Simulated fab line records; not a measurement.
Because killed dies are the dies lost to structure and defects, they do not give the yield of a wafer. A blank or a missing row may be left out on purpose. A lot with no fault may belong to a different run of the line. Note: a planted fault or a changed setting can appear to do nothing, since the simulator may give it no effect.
Split-lot study -- flow ritCmos -- 5 lots, 23 wafers read, on a route of 202 steps

== SPLIT DETAILS ==
At RIT_GATE_OXIDATION_05 (target thk 3 nm, ox time 270 s), the setting tempC was moved away from the recipe's 900 C on 20 of the 23 wafers read, by -2.5% to +1.9%. For the rest of the wafers, this setting stayed at what the recipe calls for.

== THE PATH FROM SPLIT TO READING: the file shows 1 step between them ==
- RIT_GATE_ANNEAL_06: time 600 s

== THE READING ==
GATE_OXIDE_THK (nm), taken at RIT_GATE_THK_MEAS_07. Typical for fault-free wafers on this fab line: 3.02 nm, with standard deviation 0.059 nm.

wafer,"tool, chamber at the split","tempC as run, C",against the recipe,"GATE_OXIDE_THK, nm",against lot-mates on the recipe
L079.1,"-, -",916.1,+1.8%,3.74,no lot-mate on the recipe
L079.2,"-, -",916.1,+1.8%,3.74,no lot-mate on the recipe
L079.3,"-, -",916.1,+1.8%,3.76,no lot-mate on the recipe
L079.4,"-, -",916.1,+1.8%,3.74,no lot-mate on the recipe
L079.6,"-, -",916.1,+1.8%,3.80,no lot-mate on the recipe
L080.1,"-, -",877.5,-2.5%,2.20,no lot-mate on the recipe
L080.3,"-, -",877.5,-2.5%,2.28,no lot-mate on the recipe
L080.4,"-, -",877.5,-2.5%,2.27,no lot-mate on the recipe
L080.5,"-, -",877.5,-2.5%,2.35,no lot-mate on the recipe
L080.6,"-, -",877.5,-2.5%,2.32,no lot-mate on the recipe
L081.1,"-, -",889.1,-1.2%,2.61,no lot-mate on the recipe
L081.2,"-, -",889.1,-1.2%,2.63,no lot-mate on the recipe
L081.3,"-, -",889.1,-1.2%,2.61,no lot-mate on the recipe
L081.5,"-, -",889.1,-1.2%,2.60,no lot-mate on the recipe
L081.6,"-, -",889.1,-1.2%,2.63,no lot-mate on the recipe
L083.1,"furnace-03, 0",900,recipe,3.10,-
L083.2,"furnace-03, 0",900,recipe,3.07,-
L083.3,"furnace-03, 0",900,recipe,3.07,-
L084.1,"-, -",916.8,+1.9%,3.66,no lot-mate on the recipe
L084.2,"-, -",916.8,+1.9%,3.65,no lot-mate on the recipe
L084.3,"-, -",916.8,+1.9%,3.62,no lot-mate on the recipe
L084.5,"-, -",916.8,+1.9%,3.59,no lot-mate on the recipe
L084.6,"-, -",916.8,+1.9%,3.60,no lot-mate on the recipe

THE FIT
A straight line over all 23 wafers: GATE_OXIDE_THK changes by +0.332 nm for each +1% of tempC; r = +0.99; the points scatter about the line by 0.072 nm.
Too few moved wafers have a lot-mate on the recipe to fit a line with each lot's own level taken away.

== THE WHOLE CHAIN: every reading that the file lists as answering this split, in the file's order ==
step,what it does,reading,change (the file's fit),r (the file's)
RIT_GATE_OXIDATION_05,"target thk 3 nm, ox time 270 s","SiO2_of_GATE_OXIDATION_05.thkNm (the simulator's own value, which no gauge read)",+0.33 nm for each +1% of the setting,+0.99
RIT_GATE_THK_MEAS_07,,GATE_OXIDE_THK,+0.331 for each +1% of the setting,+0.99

== FILE'S OWN FIT ==
GATE_OXIDE_THK changes by +0.331 nm for each +1% of tempC, r = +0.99.
